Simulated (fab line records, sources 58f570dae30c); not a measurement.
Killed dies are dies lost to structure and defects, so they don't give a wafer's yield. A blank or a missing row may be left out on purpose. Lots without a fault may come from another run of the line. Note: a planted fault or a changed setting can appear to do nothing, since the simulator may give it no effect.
One fault through the eyes of 2 desks | flow berkeleyCmos170 | numbers are kept per desk, each desk with only its own; the story behind them comes last

THE METROLOGY DESK
Lot by lot, what the gauges showed, no matter which tool ran the lot: averages of those sampled wafers that carry a number. The brackets show how far a lot's mean lies from the usual mean; more than 4 standard deviations puts the lot out of limits, marked OUT.
Columns: A = SPACER_TEOS_THK at UCB170_SPACER_THK_MEAS_01, usual 376 nm; B = V1_OVL at UCB170_V1_OVL_MEAS_13, usual 5 nm
lot  | first seen here | A              | B
L675 | day 7 05:38     | 376            | 3
L673 | day 7 06:00     | 384            | -5
L676 | day 7 10:49     | 376            | 2
L674 | day 7 11:26     | 371            | 8
L681 | day 8 21:53     | 376            | 3
L682 | day 8 22:02     | 375            | -6
L685 | day 9 19:37     | 419 (+9.8) OUT | 7
L687 | day 10 09:49    | 390            | 2
L688 | day 10 09:49    | 375            | 2
L689 | day 10 09:50    | 378            | 4
L690 | day 10 18:02    | 374            | 6
L691 | day 10 18:12    | 377            | 8
L693 | day 11 02:41    | 372            | 5
L696 | day 12 05:52    | 380            | 2
This desk's finding: out of limits on L685; first on L685, day 9 19:37 (SPACER_TEOS_THK at UCB170_SPACER_THK_MEAS_01). L675, L673, L676, L674, L681, L682, L687, L688, L689, L690, L691, L693, L696 stayed within limits.

DESK OF THE TOOL OWNER: pecvd-02
The tool's own readings at UCB170_SPACER_CVD_00 (deposits SiO2 from TEOS/O2, target thk 376 nm, time 47 s): means of the sampled wafers that have a number, for each lot that ran on this tool. The brackets show how far a lot's mean lies from the usual mean; more than 4 standard deviations puts the lot out of limits, marked OUT.
Columns: A = heaterPowerW at UCB170_SPACER_CVD_00, usual 281 W; B = rfFwdPowerW at UCB170_SPACER_CVD_00, usual 544.7 W
lot  | first seen here | A   | B
L673 | day 7 05:56     | 217 | 546.6
L681 | day 8 21:46     | 316 | 545.9
L685 | day 9 19:34     | 115 | 767.5 (+99 or more) OUT
L687 | day 10 09:46    | 278 | 617.2 (+43) OUT
This desk finds L685, L687 out of limits, L685 being first, at day 9 19:34 (rfFwdPowerW at UCB170_SPACER_CVD_00). L673, L681 stayed within limits.

PUT TOGETHER
At day 9 19:34, on L685, L687, the tool owner's desk was in a position to raise an alarm.
At day 9 19:37 the metrology desk could have sounded an alarm, on L685.
The metrology desk has L687 on record, within its limits.
Of the lots named, all ran UCB170_SPACER_CVD_00 on pecvd-02.

WHAT WAS PUT IN BY THE SIMULATOR
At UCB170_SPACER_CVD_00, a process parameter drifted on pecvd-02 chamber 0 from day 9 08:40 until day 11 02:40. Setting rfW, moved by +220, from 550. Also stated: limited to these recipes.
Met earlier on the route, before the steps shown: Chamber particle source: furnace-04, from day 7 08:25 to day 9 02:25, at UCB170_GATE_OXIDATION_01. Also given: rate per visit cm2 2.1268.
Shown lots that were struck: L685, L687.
Time in hours from fault onset to the first out-of-limits reading at each desk: tool owner's desk 11, metrology desk 11.
